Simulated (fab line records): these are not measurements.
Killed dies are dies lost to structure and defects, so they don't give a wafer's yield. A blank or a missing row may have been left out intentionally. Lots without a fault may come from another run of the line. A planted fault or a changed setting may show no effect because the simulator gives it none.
Which of the tools did it?	flow berkeley-cmos170	15 lots, 45 wafers sampled, at 2 steps of a route of 331

## WHAT EACH GAUGE READ, for each wafer
UCB170_FIELD_THK_MEAS_90. Usual: FIELD_OXIDE_LEFT_1_THK 443 nm, standard deviation 9.2.
lot	measured	on	FIELD_OXIDE_LEFT_1_THK (nm)	flag
L652	day 5 14:41	film-metro-04	444 441 438	
L654	day 5 21:06	film-metro-03	456 461 468	
L655	day 6 02:33	film-metro-01	449 443 440	
L657	day 6 15:21	film-metro-01	453 444 454	
L656	day 6 15:22	film-metro-03	441 434 449	
L660	day 7 02:50	film-metro-01	431 437 434	
L662	day 7 23:54	film-metro-04	431 442 440	
L665	day 8 06:25	film-metro-01	443 446 444	
L666	day 8 06:26	film-metro-04	430 424 434	
L663	day 8 06:30	film-metro-01	434 441 430	
L668	day 9 02:20	film-metro-03	451 438 444	
L669	day 9 02:20	film-metro-04	430 435 431	
L672	day 10 02:05	film-metro-01	464 450 453	
L673	day 10 08:58	film-metro-03	456 448 452	
L674	day 11 00:50	film-metro-04	445 445 449	

UCB170_NVT_OVL_MEAS_06. Usual: NVT_OVL 0 nm, standard deviation 6.3.
lot	measured	on	NVT_OVL (nm)	flag
L652	day 6 11:04	overlay-02	-15 -4 -1	
L654	day 6 11:11	overlay-01	-3 2 2	
L655	day 6 21:34	overlay-02	-3 1 -5	
L657	day 7 11:15	overlay-01	-7 4 -6	
L656	day 7 10:59	overlay-02	1 -2 -4	
L660	day 7 22:32	overlay-02	0 1 7	
L662	day 8 18:34	overlay-02	6 4 6	
L665	day 9 05:54	overlay-02	6 5 5	
L666	day 9 05:33	overlay-01	-7 1 -2	
L663	day 9 05:11	overlay-01	10 2 4	
L668	day 10 06:43	overlay-01	3 2 2	
L669	day 10 06:26	overlay-02	-18 -13 -1	
L672	day 10 19:17	overlay-01	3 -1 -7	
L673	day 11 05:58	overlay-02	-1 4 6	
L674	day 11 18:07	overlay-02	-7 -5 -10	

## WHICH TOOL RAN EACH LOT (tool, then ch and the chambers of the sampled wafers, then the start)
The record holds no process step before these readings.

## WHAT THE TOOLS THEMSELVES READ (means of the sampled wafers that have a number; where no wafer has one, the mark that the record gives instead)
The record holds no such reading with a usual standard deviation.

## THE ANSWER, worked out from the rows above alone
Rule: lot off if the mean of its wafers having a number is beyond 3 standard deviations from the usual mean. Also off: a lot with no number at a reading for which 4 or more lots have one. Any other lot the step has rows for is counted as sound. Order of review: gauges by route order, followed by the tools' own readings, for which a lot's mean as printed above is used. At the first step where some lot is off, the reading lying furthest off is the one used; lots without a number count as furthest.
Nothing can be told from this: no lot is off at any reading shown.

## WHAT HAD BEEN PUT IN BY THE SIMULATOR
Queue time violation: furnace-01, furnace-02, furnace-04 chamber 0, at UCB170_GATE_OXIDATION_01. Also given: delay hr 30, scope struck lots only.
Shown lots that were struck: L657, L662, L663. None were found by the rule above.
